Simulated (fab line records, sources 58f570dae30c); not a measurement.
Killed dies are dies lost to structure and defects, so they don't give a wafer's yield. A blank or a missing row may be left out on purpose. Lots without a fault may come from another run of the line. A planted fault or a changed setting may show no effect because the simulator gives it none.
Which tool did it? | flow berkeley_cmos170 | 7 lots, 21 wafers sampled, at 2 steps of a route of 331

WHAT THE GAUGES READ, wafer by wafer
UCB170_CONTACT_THK_MEAS_02.
lot  | measured     | on            | CONTACT_PSG_THK (nm)
L372 | day 8 17:22  | film_metro-02 | 710 714 711
L375 | day 9 09:53  | film_metro-04 | 699 705 706
L378 | day 9 09:55  | film_metro-03 | 704 705 705
L376 | day 9 11:40  | film_metro-04 | 710 713 708
L380 | day 10 02:20 | film_metro-03 | 701 701 703
L382 | day 10 12:11 | film_metro-04 | 717 723 721
L385 | day 11 02:13 | film_metro-02 | 711 705 708

WHICH TOOL RAN EACH LOT (tool, then ch and the chambers of the sampled wafers, then the start)
lot  | UCB170_CONTACT_CVD_01
L372 | lpcvd-02 ch 1, day 8 15:32
L375 | lpcvd-01 ch 0, day 9 08:05
L378 | lpcvd-01 ch 0, day 9 08:05
L376 | lpcvd-02 ch 1, day 9 08:59
L380 | lpcvd-01 ch 0, day 10 00:34
L382 | lpcvd-02 ch 1, day 10 10:23
L385 | lpcvd-02 ch 1, day 11 00:26
- UCB170_CONTACT_CVD_01: deposits PSG from SiH4/O2/PH3, target thk 700 nm, time 2820 s.

THE ANSWER, worked out from the rows above alone
Rule: what is usual is taken from the lots themselves. Put in order of their means at a reading, lots are off if they are a third of the lots or fewer, leave a main group of 4 or more, and stand apart from it by a gap of 3 or more times the standard deviation of the main group's means; of several such gaps the widest counts. A main group whose means are all the same, to the digits that the tables above print for the reading, isn't used. A lot without any number at a reading at which 4 lots or more have one is off too. The other lots that the step has rows for count as sound.
No lot is off at any reading shown: from this, nothing can be told.

WHAT THE SIMULATOR HAD PUT IN
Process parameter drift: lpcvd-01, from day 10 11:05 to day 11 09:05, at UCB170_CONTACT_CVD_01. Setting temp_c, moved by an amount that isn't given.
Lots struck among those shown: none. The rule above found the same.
